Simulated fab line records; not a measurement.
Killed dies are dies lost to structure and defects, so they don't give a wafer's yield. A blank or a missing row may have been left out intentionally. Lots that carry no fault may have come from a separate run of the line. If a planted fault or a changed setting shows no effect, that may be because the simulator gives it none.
Chamber matching :: flow berkeley cmos170 :: UCB170_V1_CMP_02 on cmp-01: 4 sister chambers
The step polishes SiO2. 14 wafers are shown with their chamber, then 7 later ones without.

## EACH WAFER AND ITS CHAMBER
wafer: L676.1
chamber: 3
motor current A (A): 14.4

wafer: L676.3
chamber: 1
motor current A (A): 17.2

wafer: L676.6
chamber: 3
motor current A (A): 14.6

wafer: L679.2
chamber: 3
motor current A (A): 15.0

wafer: L679.3
chamber: 2
motor current A (A): 14.3

wafer: L679.6
chamber: 3
motor current A (A): 15.9

wafer: L678.2
chamber: 0
motor current A (A): 14.3

wafer: L678.4
chamber: 3
motor current A (A): 14.8

wafer: L678.6
chamber: 3
motor current A (A): 15.2

wafer: L680.1
chamber: 0
motor current A (A): 13.8

wafer: L680.5
chamber: 3
motor current A (A): 15.4

wafer: L680.6
chamber: 0
motor current A (A): 13.5

wafer: L691.1
chamber: 1
motor current A (A): 18.5

wafer: L691.5
chamber: 3
motor current A (A): 14.5

SIGNATURES (means of the wafers above)
reading: motor current A
chamber 0: 13.867
chamber 1: 17.850
chamber 2: 14.300
chamber 3: 14.975
scatter within a chamber: 0.547
Rule: distance of a wafer from a chamber = root of the sum over the readings of ((wafer's reading minus chamber's mean) / reading's scatter) squared. The wafer belongs to the nearest chamber; if the next one is less than 2 further off, it can't be placed. How the scatter is found: for the shown wafers, subtract from each reading the mean of its chamber, square and add these, divide the total by (wafers less chambers), then take the root.

## WAFERS WITH NO CHAMBER GIVEN
wafer: L691.6
motor current A (A): 14.4

wafer: L692.2
motor current A (A): 14.0

wafer: L692.3
motor current A (A): 16.8

wafer: L692.5
motor current A (A): 16.1

wafer: L694.1
motor current A (A): 15.0

wafer: L694.2
motor current A (A): 13.6

wafer: L694.4
motor current A (A): 14.0

## WHICH CHAMBER EACH ONE RAN IN
wafer: L691.6
from the rows above: can't be placed: 2 or 0 or 3
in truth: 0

wafer: L692.2
from the rows above: can't be placed: 0 or 2 or 3
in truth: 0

wafer: L692.3
from the rows above: can't be placed: 1 or 3
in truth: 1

wafer: L692.5
from the rows above: can't be placed: 3 or 1 or 2
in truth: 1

wafer: L694.1
from the rows above: can't be placed: 3 or 2
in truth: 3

wafer: L694.2
from the rows above: can't be placed: 0 or 2
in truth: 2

wafer: L694.4
from the rows above: can't be placed: 0 or 2 or 3
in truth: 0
Correct placement for 0 of the 7. Cannot be placed on the basis of these rows: 7; the candidates contain the true chamber in 7. Wrongly placed: 0.
